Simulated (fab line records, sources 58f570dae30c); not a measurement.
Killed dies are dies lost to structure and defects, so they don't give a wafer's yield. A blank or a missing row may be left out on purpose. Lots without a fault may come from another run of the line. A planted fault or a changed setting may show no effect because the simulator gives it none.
Tool commonality check | flow berkeley_cmos170 | 14 lots, 42 wafers sampled

WHY IT WAS OPENED
At UCB170_M3_CD_MEAS_90 the reading cd_nm is flagged on 2 of 14 lots. Wafers without a fault read 700.1 nm, standard deviation 2.8.
Rule: a lot is flagged when every wafer of it that has a number lies more than 4 standard deviations from that mean, or none has a number. The other lots count as sound.

lot  | measured     | on        | cd_nm (nm), wafer by wafer | flag
L504 | day 7 04:43  | cd_sem-01 | 699.7 701.3 703.7          |
L505 | day 7 18:38  | cd_sem-02 | 697.2 701.6 700.2          |
L507 | day 8 08:40  | cd_sem-01 | 698.9 698.8 700.3          |
L508 | day 8 09:16  | cd_sem-01 | 699.9 703.3 704.1          |
L509 | day 8 16:53  | cd_sem-01 | 695.1 695.0 699.1          |
L512 | day 9 06:53  | cd_sem-01 | 701.5 702.1 697.3          |
L511 | day 9 18:54  | cd_sem-01 | 703.1 704.2 704.0          |
L513 | day 9 19:04  | cd_sem-02 | 697.8 701.2 698.6          |
L514 | day 10 05:07 | cd_sem-01 | 697.3 695.4 692.8          |
L515 | day 10 16:58 | cd_sem-02 | 700.1 700.5 699.9          |
L516 | day 11 03:30 | cd_sem-02 | 696.4 698.1 699.9          |
L518 | day 11 13:20 | cd_sem-01 | 702.1 700.1 700.1          |
L525 | day 12 13:20 | cd_sem-01 | 715.5 716.5 714.1          | FLAGGED
L527 | day 13 12:26 | cd_sem-02 | 721.4 720.3 716.7          | FLAGGED
The numbers of the flagged lots are 717.4 nm on average: +17.3 nm against the usual, or +6 standard deviations.

WHICH TOOL RAN EACH LOT
The record holds 3 process steps before the reading, out of a route of 331 steps. In each cell: the tool, then ch and the chambers that the sampled wafers went through, then the start.
lot  | flag    | UCB170_M2_METAL_ETCH_18           | UCB170_M3_METAL_ETCH_18           | UCB170_M3_STRIP_19
L504 |         | rie_metal-04 ch 0,1, day 6 23:14  | rie_metal-02 ch 0,1, day 7 04:25  | plasma_asher-03 ch 0,1, day 7 04:36
L505 |         | rie_metal-04 ch 1, day 7 11:55    | rie_metal-02 ch 0,1, day 7 18:22  | plasma_asher-04 ch 0,1, day 7 18:31
L507 |         | rie_metal-03 ch 1, day 8 02:01    | rie_metal-01 ch 0,1, day 8 08:23  | plasma_asher-02 ch 0,1, day 8 08:34
L508 |         | rie_metal-04 ch 1, day 8 02:15    | rie_metal-02 ch 0,1, day 8 08:59  | plasma_asher-02 ch 1, day 8 09:10
L509 |         | rie_metal-04 ch 0,1, day 8 11:37  | rie_metal-03 ch 0,1, day 8 16:35  | plasma_asher-04 ch 0,1, day 8 16:47
L512 |         | rie_metal-04 ch 1, day 9 01:37    | rie_metal-02 ch 0,1, day 9 06:37  | plasma_asher-03 ch 0,1, day 9 06:47
L511 |         | rie_metal-04 ch 0,1, day 9 10:50  | rie_metal-01 ch 0,1, day 9 18:37  | plasma_asher-02 ch 0,1, day 9 18:48
L513 |         | rie_metal-02 ch 0,1, day 9 11:08  | rie_metal-03 ch 0,1, day 9 18:49  | plasma_asher-03 ch 0,1, day 9 18:58
L514 |         | rie_metal-04 ch 0,1, day 9 22:01  | rie_metal-02 ch 0,1, day 10 04:50 | plasma_asher-03 ch 0,1, day 10 05:01
L515 |         | rie_metal-03 ch 0,1, day 10 10:49 | rie_metal-02 ch 0, day 10 16:17   | plasma_asher-04 ch 0,1, day 10 16:34
L516 |         | rie_metal-02 ch 0,1, day 10 21:15 | rie_metal-03 ch 0,1, day 11 02:59 | plasma_asher-04 ch 0,1, day 11 03:10
L518 |         | rie_metal-04 ch 0,1, day 11 05:49 | rie_metal-01 ch 0, day 11 12:52   | plasma_asher-02 ch 0,1, day 11 13:14
L525 | FLAGGED | rie_metal-02 ch 0,1, day 12 06:42 | rie_metal-01 ch 0,1, day 12 13:03 | plasma_asher-02 ch 0,1, day 12 13:14
L527 | FLAGGED | rie_metal-02 ch 1, day 13 05:56   | rie_metal-01 ch 0, day 13 12:08   | plasma_asher-03 ch 0,1, day 13 12:20
What these steps do:
- UCB170_M2_METAL_ETCH_18: etches Al in Cl2/BCl3, stops on SiO2, target depth 1170 nm, time 188.5 s.
- UCB170_M3_METAL_ETCH_18: etches Al in Cl2/BCl3, stops on SiO2, target depth 1170 nm, time 195 s.
- UCB170_M3_STRIP_19: strips in O2.
- UCB170_M3_CD_MEAS_90: target cd 700 nm.

FLAGGED OVER TOTAL, TOOL BY TOOL (the gauges that took the reading come last)
step                    | tool            | lots run | flagged | share of the flagged lots | sound lots run after its first flagged lot
UCB170_M2_METAL_ETCH_18 | rie_metal-02    | 4        | 2       | all                       | 0
UCB170_M2_METAL_ETCH_18 | rie_metal-03    | 2        | 0       | none                      | -
UCB170_M2_METAL_ETCH_18 | rie_metal-04    | 8        | 0       | none                      | -
UCB170_M3_METAL_ETCH_18 | rie_metal-01    | 5        | 2       | all                       | 0
UCB170_M3_METAL_ETCH_18 | rie_metal-02    | 6        | 0       | none                      | -
UCB170_M3_METAL_ETCH_18 | rie_metal-03    | 3        | 0       | none                      | -
UCB170_M3_STRIP_19      | plasma_asher-02 | 5        | 1       | some                      | 0
UCB170_M3_STRIP_19      | plasma_asher-03 | 5        | 1       | some                      | 0
UCB170_M3_STRIP_19      | plasma_asher-04 | 4        | 0       | none                      | -
UCB170_M3_CD_MEAS_90    | cd_sem-01       | 9        | 1       | some                      | 0
UCB170_M3_CD_MEAS_90    | cd_sem-02       | 5        | 1       | some                      | 0

WHAT THE TABLE ALLOWS
2 rows of the table ran every flagged lot: rie_metal-02 at UCB170_M2_METAL_ETCH_18, rie_metal-01 at UCB170_M3_METAL_ETCH_18.
- rie_metal-02 at UCB170_M2_METAL_ETCH_18: 2 of its 4 lots flagged. Its last sound lot is L516 (day 10 21:15), its first flagged lot L525 (day 12 06:42): a fault that began between those two fits.
- rie_metal-01 at UCB170_M3_METAL_ETCH_18: 2 of its 5 lots flagged. Its last sound lot is L518 (day 11 12:52), its first flagged lot L525 (day 12 13:03): a fault that began between those two fits. Its own readings lie more than 4 standard deviations out on every wafer of the flagged lots: oes_product_au.
Counting lots can't tell these 2 tools apart, because each fits a fault that began at some hour. More lots, or a look at what each step does to the wafer, might.

WHAT THE SIMULATOR HAD PUT IN
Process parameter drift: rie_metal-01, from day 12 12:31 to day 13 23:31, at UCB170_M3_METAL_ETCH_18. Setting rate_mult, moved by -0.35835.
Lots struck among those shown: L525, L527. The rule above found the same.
